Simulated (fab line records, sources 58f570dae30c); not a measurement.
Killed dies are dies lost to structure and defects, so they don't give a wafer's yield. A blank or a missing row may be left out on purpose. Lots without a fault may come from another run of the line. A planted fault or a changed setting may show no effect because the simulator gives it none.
Which tool did it? | flow berkeley_cmos170 | 7 lots, 21 wafers sampled, at 3 steps of a route of 331

WHAT THE GAUGES READ, wafer by wafer
UCB170_NSD_TW_MEAS_10.
lot  | measured     | on            | NSD_TW
L478 | day 6 11:56  | film_metro-01 | 4156 4178 4170
L480 | day 7 04:42  | film_metro-03 | 4232 4233 4212
L483 | day 7 17:20  | film_metro-01 | 4195 4187 4199
L485 | day 8 18:49  | film_metro-04 | 4183 4169 4142
L488 | day 9 03:39  | film_metro-01 | 4155 4142 4145
L493 | day 9 19:38  | film_metro-04 | 4019 4036 4043
L495 | day 10 09:11 | film_metro-01 | 4033 4043 4022

WHICH TOOL RAN EACH LOT (tool, then ch and the chambers of the sampled wafers, then the start)
lot  | UCB170_NSD_IMPLANT_08           | UCB170_NSD_STRIP_09
L478 | implanter-02 ch 0, day 6 11:42  | plasma_asher-03 ch 0,1, day 6 11:49
L480 | implanter-02 ch 0, day 7 04:28  | plasma_asher-01 ch 0,1, day 7 04:35
L483 | implanter-02 ch 0, day 7 17:05  | plasma_asher-04 ch 0,1, day 7 17:14
L485 | implanter-04 ch 0, day 8 18:34  | plasma_asher-03 ch 0,1, day 8 18:43
L488 | implanter-02 ch 0, day 9 03:24  | plasma_asher-01 ch 0,1, day 9 03:33
L493 | implanter-02 ch 0, day 9 19:25  | plasma_asher-03 ch 0,1, day 9 19:32
L495 | implanter-02 ch 0, day 10 08:57 | plasma_asher-03 ch 0,1, day 10 09:04
- UCB170_NSD_IMPLANT_08
- UCB170_NSD_STRIP_09: strips in O2.

THE ANSWER, worked out from the rows above alone
Rule: what is usual is taken from the lots themselves. Put in order of their means at a reading, lots are off if they are a third of the lots or fewer, leave a main group of 4 or more, and stand apart from it by a gap of 3 or more times the standard deviation of the main group's means; of several such gaps the widest counts. A main group whose means are all the same, to the digits that the tables above print for the reading, isn't used. A lot without any number at a reading at which 4 lots or more have one is off too. The other lots that the step has rows for count as sound.
Off: L493, L495, at UCB170_NSD_TW_MEAS_10 (NSD_TW). The main group: mean 4180, standard deviation 27.
A tool fits if, at a process step before that reading, it ran every lot that is off, and no sound lot after the first of them. The gauges at UCB170_NSD_TW_MEAS_10 are tried like those tools. Can't be told from this: 2 tools fit, implanter-02 at UCB170_NSD_IMPLANT_08, plasma_asher-03 at UCB170_NSD_STRIP_09.

WHAT THE SIMULATOR HAD PUT IN
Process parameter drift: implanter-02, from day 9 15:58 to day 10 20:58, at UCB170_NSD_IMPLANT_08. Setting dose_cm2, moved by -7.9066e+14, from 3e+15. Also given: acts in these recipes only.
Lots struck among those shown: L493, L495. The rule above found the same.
